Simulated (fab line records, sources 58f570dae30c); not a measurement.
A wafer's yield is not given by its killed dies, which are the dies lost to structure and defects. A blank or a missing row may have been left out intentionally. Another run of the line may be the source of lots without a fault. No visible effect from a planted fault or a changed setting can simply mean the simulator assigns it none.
Problem report in the 8D (eight disciplines) form, filled by code	flow berkeley cmos170	the parts of the form that need people (team, actions taken, sign-off) are left out

1. THE ISSUE
Wafers without a fault read 56.80 W, standard deviation 0.041; heater power total W at UCB170_M3_SOFTBAKE_11 reads a mean of 60.53 W on 6 wafers belonging to 2 lots. That is +91 standard deviations from the usual mean.
The step: time 60 s.
Earliest sighting: wafer L993.3 on litho track-01 at day 9 02:00. The record holds 42 wafers of 14 lots with a number at this step. The rule behind "out" and "out of limits": a value lying over 4 standard deviations away from the usual mean. The rest of the wafers with a number are treated as sound.

2. WHAT IT IS; WHAT IT IS NOT
question	is	is not
which readings at this step	heater power total W, run length s	exhaust pa
which lots	L100, L993	L101, L104, L106, L107, L108, L110, L112, L113, L990, L991, L994, L996
which wafers of those lots	all that have a number	-
read on which tools	litho track-01	litho track-02, litho track-03
when	from day 9 02:00	up to then (12 sound wafers); but 24 sound wafers of L101, L104, L106, L107, L108, L110, L112, L113 came after

3. SUSPECTS, AND WHAT RULES EACH OUT
Counting: a tool at a process step up to the reading stays a suspect if it ran every lot that is out and no sound lot after the first of them.
- plasma asher-01 at UCB170_V2_STRIP_15 (strips in O2): ruled out as a lasting fault. Sound lots L101, L106, L110, L113 ran on it after its first lot that is out, L993 (day 8 23:58).
- litho track-01 at UCB170_M3_SOFTBAKE_11 (time 60 s): kept. It ran every lot that is out, first L993 (day 9 02:00), and no sound lot after that; its last sound lot up to then is L994 (day 8 23:00). Its own readings are out on those wafers: heater power total W, run length s.
Left after counting: litho track-01 at UCB170_M3_SOFTBAKE_11.

4. THE CAUSE (what the simulator had put in)
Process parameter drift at UCB170_M3_SOFTBAKE_11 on litho track-01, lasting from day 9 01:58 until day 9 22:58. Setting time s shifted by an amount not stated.
Only this tool survived the counting.

5. SEQUENCE OF EFFECTS, ordered by route
Rows list readings where the struck wafers' mean (over those with a number) sits beyond 3 standard deviations from the usual. Readings are gone through only where the record gives a usual standard deviation; hours: the median, over the lots, of the time from a lot's start at the first step in this table giving one to that lot's start at this step; sigmas: the change measured in usual standard deviations.
hours	step	reading	usual	on struck wafers	change	sigmas
0	UCB170_M3_SOFTBAKE_11	heater power total W	56.80 W	60.53	+3.73	+91
0	UCB170_M3_SOFTBAKE_11	run length s	89.2 s	77.0	-12.2	-37
Here are the process steps it includes:
- UCB170_M3_SOFTBAKE_11: time 60 s.

6. HOW IT WOULD HAVE BEEN CAUGHT EARLIER
In this record the first reading out of limits was taken at day 9 02:00, 0 hours after the fault began at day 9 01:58.
